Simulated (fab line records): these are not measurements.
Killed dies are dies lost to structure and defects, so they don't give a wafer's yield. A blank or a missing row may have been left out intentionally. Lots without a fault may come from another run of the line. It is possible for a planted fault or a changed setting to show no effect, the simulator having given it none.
One fault seen from 2 desks ; flow ritCmos ; each desk has only its own numbers; what lay behind them comes last

FOR THE TOOL OWNER'S DESK: implanter-01
For each lot that ran on this tool, the mean over its sampled wafers that have a number, from the tool's own readings at RIT_PWELL_IMPLANT_08. Any lot whose mean is over 4 standard deviations away from the usual mean is out of limits and marked OUT; that distance is given in the brackets.
Columns: A = beamEnergyKeV at RIT_PWELL_IMPLANT_08, usual 169.99; B = endStationPressureTorr at RIT_PWELL_IMPLANT_08, usual 5.18e-06 Torr; C = faradayCurrentUA at RIT_PWELL_IMPLANT_08, usual 222
lot;first seen here;A;B;C
L215;day 2 14:08;169.98;5.37e-06;226
L218;day 3 05:42;169.96;5.18e-06;224
L220;day 3 18:32;170.01;5.09e-06;216
L222;day 4 01:01;169.98;5.22e-06;222
L228;day 5 07:59;124.28 (-99 or more) OUT;5.06e-06;221
L230;day 5 17:59;124.18 (-99 or more) OUT;5.28e-06;222
This desk finds L228, L230 out of limits, L228 being first, at day 5 07:59 (beamEnergyKeV at RIT_PWELL_IMPLANT_08). L215, L218, L220, L222 stayed within limits.

AT THE METROLOGY DESK
What the gauges read, lot by lot, whatever tool the lot ran on: means of the sampled wafers that have a number. Any lot whose mean is over 4 standard deviations away from the usual mean is out of limits and marked OUT; that distance is given in the brackets.
Columns: A = PWELL_RS at RIT_WELLDRIVE_RS_MEAS_02, usual 429.4 ohm/sq
lot;first seen here;A
L213;day 2 12:08;428.2
L215;day 2 19:44;428.7
L217;day 3 08:07;429.0
L218;day 3 12:27;427.5
L219;day 3 17:07;429.8
L220;day 4 00:36;429.5
L221;day 4 05:33;430.7
L222;day 4 07:02;428.8
L228;day 5 13:59;442.8 (+10) OUT
L230;day 5 23:35;441.0 (+8.9) OUT
L231;day 6 06:56;431.2
L232;day 6 09:09;429.1
L233;day 6 15:00;429.4
L234;day 6 19:14;428.3
This desk finds L228, L230 out of limits, with the earliest case on L228 at day 5 13:59 (PWELL_RS at RIT_WELLDRIVE_RS_MEAS_02). L213, L215, L217, L218, L219, L220, L221, L222, L231, L232, L233, L234 stayed within limits.

TAKEN TOGETHER
An alarm could have come from the tool owner's desk at day 5 07:59, on L228, L230.
L228, L230 would have let the metrology desk raise an alarm at day 5 13:59.
All the named lots went through RIT_PWELL_IMPLANT_08 on implanter-01.

WHAT THE SIMULATOR HAD PUT IN
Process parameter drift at RIT_PWELL_IMPLANT_08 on implanter-01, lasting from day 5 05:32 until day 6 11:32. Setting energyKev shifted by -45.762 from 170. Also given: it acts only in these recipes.
Shown lots that were struck: L228, L230.
Delay (hours) between the fault's onset and each desk's first out-of-limits reading: 2 at the tool owner's desk, 8 at the metrology desk.
